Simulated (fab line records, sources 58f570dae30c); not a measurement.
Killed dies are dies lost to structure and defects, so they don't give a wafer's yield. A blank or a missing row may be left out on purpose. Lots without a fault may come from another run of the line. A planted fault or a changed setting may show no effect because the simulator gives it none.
Split-lot experiment | flow berkeley_cmos170 | 5 lots, 23 wafers read, on a route of 331 steps

THE SPLIT
At UCB170_PSD_IMPLANT_08, the setting energy_kev was moved away from the recipe's 20 on 8 of the 23 wafers read, by -2.6% to +5.0%. The other wafers ran this setting at the recipe's value.

The reading is taken at the split's own step.

THE READING
implant.drp_nm (the simulator's own value, which no gauge read), in nm, at UCB170_PSD_IMPLANT_08. The file gives no usual value for it.

wafer  | tool, chamber at the split | energy_kev as run | against the recipe | implant.drp_nm, nm | against lot-mates on the recipe
L075.1 | implanter-01, 0            | 21.01             | +5.0%              | 29.47              | +1.13
L075.3 | implanter-01, 0            | 21.01             | +5.0%              | 29.47              | +1.13
L075.6 | implanter-01, 0            | 21.01             | +5.0%              | 29.47              | +1.13
L075.2 | implanter-01, 0            | 20                | recipe             | 28.34              | -
L075.4 | implanter-01, 0            | 20                | recipe             | 28.34              | -
L074.1 | implanter-02, 0            | 20                | recipe             | 28.34              | -
L074.3 | implanter-02, 0            | 20                | recipe             | 28.34              | -
L074.4 | implanter-02, 0            | 20                | recipe             | 28.34              | -
L079.1 | implanter-01, 0            | 20                | recipe             | 28.34              | -
L079.2 | implanter-01, 0            | 20                | recipe             | 28.34              | -
L079.3 | implanter-01, 0            | 20                | recipe             | 28.34              | -
L079.4 | implanter-01, 0            | 20                | recipe             | 28.34              | -
L079.5 | implanter-01, 0            | 20                | recipe             | 28.34              | -
L081.1 | implanter-01, 0            | 20                | recipe             | 28.34              | -
L081.2 | implanter-01, 0            | 20                | recipe             | 28.34              | -
L081.3 | implanter-01, 0            | 19.48             | -2.6%              | 27.82              | -0.52
L081.5 | implanter-01, 0            | 19.48             | -2.6%              | 27.82              | -0.52
L081.6 | implanter-01, 0            | 19.48             | -2.6%              | 27.82              | -0.52
L083.1 | implanter-04, 0            | 20.93             | +4.6%              | 29.37              | +1.03
L083.6 | implanter-04, 0            | 20.93             | +4.6%              | 29.37              | +1.03
L083.2 | implanter-04, 0            | 20                | recipe             | 28.34              | -
L083.3 | implanter-04, 0            | 20                | recipe             | 28.34              | -
L083.5 | implanter-04, 0            | 20                | recipe             | 28.34              | -

THE FIT
A straight line over all 23 wafers: implant.drp_nm changes by +0.218 nm for each +1% of energy_kev; r = +1.00; the points scatter about the line by 0.018 nm.
The same after taking each lot's own level away (the mean of its wafers on the recipe; 23 wafers): +0.218 nm for each +1%; r = +1.00; scatter 0.018 nm.
On that fit, the largest move of energy_kev shifts the reading by 1.1 nm.
The lots' own levels span 28.340 to 28.340 nm.
So the lot-to-lot level changes the slope little: the two slopes agree.
Check: with one of the wafers moved furthest among these (+5.0%) left out of the fit, the line predicts +1.11 nm for it against its lot-mates. It came out at +1.13 nm against them.

THE WHOLE CHAIN: every reading that the file lists as answering this split, in the file's order
step                  | what it does | reading                                                         | change (the file's fit)                                                                | r (the file's)
UCB170_PSD_IMPLANT_08 |              | implant.rp_nm (the simulator's own value, which no gauge read)  | +0.648 nm for each +1% of the setting                                                  | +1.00
UCB170_PSD_IMPLANT_08 |              | implant.drp_nm (the simulator's own value, which no gauge read) | +0.221 nm for each +1% of the setting                                                  | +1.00
UCB170_PSD_STRIP_09   | strips in O2 | strip_time_to_endpoint_s                                        | withheld for each +1% of the setting, in a fit together with resist_thk_nm@PSD_COAT_01 | 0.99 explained

THE FILE'S OWN FIT
implant.drp_nm changes by +0.221 nm for each +1% of energy_kev, r = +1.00.
